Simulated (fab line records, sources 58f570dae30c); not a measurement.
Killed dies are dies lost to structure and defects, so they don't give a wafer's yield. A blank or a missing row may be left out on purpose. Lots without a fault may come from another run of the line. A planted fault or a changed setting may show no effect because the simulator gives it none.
Which tool is to blame?    flow berkeley cmos170    Sampling: 14 lots, 42 wafers, 5 of 331 route steps

== WHAT THE GAUGES SHOWED, per wafer ==
UCB170_PVT_OVL_MEAS_06.
lot   measured      on          PVT_OVL (nm)
L643  day 6 22:12   overlay-01  2 2 3
L644  day 7 05:59   overlay-02  12 0 -1
L646  day 7 14:30   overlay-02  -13 -3 -8
L649  day 8 00:59   overlay-01  4 9 -1
L648  day 8 01:13   overlay-01  -3 -3 -7
L653  day 8 20:49   overlay-01  2 3 6
L654  day 8 21:05   overlay-02  -7 -15 -12
L657  day 10 00:28  overlay-02  -12 -9 -11
L660  day 10 11:34  overlay-02  -6 -4 -4
L658  day 10 11:51  overlay-02  0 -1 -8
L661  day 10 22:05  overlay-02  6 5 9
L663  day 11 05:37  overlay-02  -4 -7 -6
L664  day 11 20:46  overlay-01  0 4 -1
L666  day 12 01:04  overlay-02  4 1 2

UCB170_GATE_THK_MEAS_02.
lot   measured      on             GATE_OXIDE_THK (nm)
L643  day 7 03:50   film metro-01  6.71 6.67 6.66
L644  day 7 17:10   film metro-01  6.71 6.66 6.79
L646  day 7 17:13   film metro-01  6.57 6.70 6.61
L649  day 8 07:11   film metro-02  6.60 6.71 6.58
L648  day 8 07:13   film metro-03  6.55 6.66 6.76
L653  day 9 04:34   film metro-02  6.35 6.56 6.36
L654  day 9 04:37   film metro-03  6.51 6.64 6.53
L657  day 10 06:25  film metro-03  6.53 6.47 6.43
L660  day 10 19:11  film metro-03  6.69 6.71 6.57
L658  day 10 19:12  film metro-02  6.90 6.81 6.76
L661  day 11 03:47  film metro-02  6.69 6.62 6.70
L663  day 11 11:25  film metro-01  6.52 6.55 6.58
L664  day 12 02:47  film metro-02  6.27 6.33 6.36
L666  day 12 09:00  film metro-02  6.65 6.70 6.54

UCB170_CONTACT_CD_MEAS_15: target cd 700 nm.
lot   measured      on         cd nm (nm)
L643  day 8 12:47   cd sem-02  702.2 701.8 700.4
L644  day 8 23:37   cd sem-01  698.8 698.5 699.1
L646  day 8 23:20   cd sem-02  700.7 701.1 700.8
L649  day 9 15:29   cd sem-02  699.4 700.7 699.1
L648  day 9 15:49   cd sem-01  700.6 700.3 702.1
L653  day 10 14:20  cd sem-02  699.9 701.3 699.5
L654  day 10 14:48  cd sem-02  700.5 702.7 701.9
L657  day 11 17:12  cd sem-02  701.6 702.6 700.9
L660  day 12 03:31  cd sem-01  700.8 700.2 698.9
L658  day 12 03:12  cd sem-01  700.5 699.8 699.4
L661  day 12 08:46  cd sem-01  701.6 700.1 700.5
L663  day 12 19:41  cd sem-01  698.2 699.0 699.5
L664  day 13 14:10  cd sem-01  701.1 701.3 701.0
L666  day 13 16:38  cd sem-02  699.9 700.6 700.5

== WHAT TOOL EACH LOT RAN ON (gives the tool, then ch and the chambers of the sampled wafers, and finally the start) ==
lot   UCB170_BACKSIDE_COAT_01            UCB170_BACKSIDE_STRIP_03
L643  litho track-04 ch 0, day 8 06:41   plasma asher-04 ch 0,1, day 8 06:59
L644  litho track-01 ch 0, day 8 16:10   plasma asher-03 ch 0,1, day 8 16:27
L646  litho track-02 ch 0, day 8 16:23   plasma asher-04 ch 0,1, day 8 16:41
L649  litho track-01 ch 0, day 9 09:46   plasma asher-03 ch 0,1, day 9 10:04
L648  litho track-01 ch 0, day 9 10:17   plasma asher-04 ch 0,1, day 9 10:32
L653  litho track-02 ch 0, day 10 08:56  plasma asher-03 ch 0,1, day 10 09:12
L654  litho track-02 ch 0, day 10 09:23  plasma asher-01 ch 0,1, day 10 09:39
L657  litho track-04 ch 0, day 11 11:10  plasma asher-03 ch 0,1, day 11 11:26
L660  litho track-04 ch 0, day 11 20:59  plasma asher-01 ch 0,1, day 11 21:15
L658  litho track-01 ch 0, day 11 21:17  plasma asher-03 ch 0,1, day 11 21:34
L661  litho track-04 ch 0, day 12 01:59  plasma asher-03 ch 0,1, day 12 02:17
L663  litho track-04 ch 0, day 12 12:32  plasma asher-04 ch 0,1, day 12 12:49
L664  litho track-04 ch 0, day 13 07:41  plasma asher-03 ch 0,1, day 13 07:59
L666  litho track-04 ch 0, day 13 09:46  plasma asher-03 ch 0, day 13 10:04
- UCB170_BACKSIDE_COAT_01: resist thk 900 nm.
- UCB170_BACKSIDE_STRIP_03: strips in O2.

== WHAT THE TOOLS THEMSELVES READ (means of the sampled wafers that have a number; where no wafer has one, the mark that the record gives instead) ==
UCB170_BACKSIDE_COAT_01.
lot   tool            spin speed rpm (rpm)
L643  litho track-04  1499.8
L644  litho track-01  1500.4
L646  litho track-02  1500.8
L649  litho track-01  1500.8
L648  litho track-01  1499.0
L653  litho track-02  1389.2
L654  litho track-02  1388.5
L657  litho track-04  1500.2
L660  litho track-04  1500.6
L658  litho track-01  1499.4
L661  litho track-04  1499.9
L663  litho track-04  1500.5
L664  litho track-04  1500.0
L666  litho track-04  1499.2

UCB170_BACKSIDE_STRIP_03.
lot   tool             drypump motor current A (A)  oes product au (a.u.)  strip time to endpoint s (s)
L643  plasma asher-04  5.50                         0.737                  21.94
L644  plasma asher-03  5.60                         0.735                  22.09
L646  plasma asher-04  5.52                         0.736                  21.93
L649  plasma asher-03  5.60                         0.737                  22.06
L648  plasma asher-04  5.63                         0.731                  22.01
L653  plasma asher-03  5.59                         0.729                  22.85
L654  plasma asher-01  5.25                         0.736                  22.82
L657  plasma asher-03  5.43                         0.731                  21.93
L660  plasma asher-01  5.25                         0.735                  22.03
L658  plasma asher-03  5.45                         0.734                  21.98
L661  plasma asher-03  5.46                         0.734                  21.93
L663  plasma asher-04  5.63                         0.735                  21.87
L664  plasma asher-03  5.60                         0.733                  21.93
L666  plasma asher-03  5.74                         0.730                  21.95

== THE ANSWER, worked out from the rows above alone ==
Rule: usual is defined by the lots themselves. The widest of any qualifying gaps counts: lots, ordered by their means at a reading, are off when they make up no more than a third of the lots, leave a main group of 4 or more, and stand apart from it by 3 or more times the standard deviation of that group's means. A main group whose means are all the same, to the digits that the tables above print for the reading, isn't used. Also off: a lot with no number at a reading for which 4 or more lots have one. The other lots that the step has rows for count as sound. The gauges are gone through in route order, then the tools' own readings, and for those a lot's mean is taken as printed above. At the first step where some lot is off, the reading lying furthest off is the one used; lots without a number count as furthest.
Off at UCB170_BACKSIDE_COAT_01 (spin speed rpm): L653, L654. The main group has a mean of 1500.0 rpm with a standard deviation of 0.59.
If a tool, at that step or one of the process steps before it, ran each lot that is off and ran no sound lot following the first of them, it fits. One fits: UCB170_BACKSIDE_COAT_01 on litho track-02. A fault onset in the window from L646 (day 8 16:23, its last sound lot) to L653 (day 10 08:56, its first lot off) fits.
The tool's own readings at UCB170_BACKSIDE_COAT_01 bear it out: on the lots that are off they differ by more than 5 times the standard deviation of the sound lots' means. spin speed rpm reads 1388.8 rpm there against 1500.0 rpm on the sound lots.

== WHAT HAD BEEN PUT IN BY THE SIMULATOR ==
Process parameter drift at UCB170_BACKSIDE_COAT_01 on litho track-02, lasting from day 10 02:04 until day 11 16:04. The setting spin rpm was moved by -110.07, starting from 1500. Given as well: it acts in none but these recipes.
Shown lots that were struck: L653, L654. The rule above found the same.
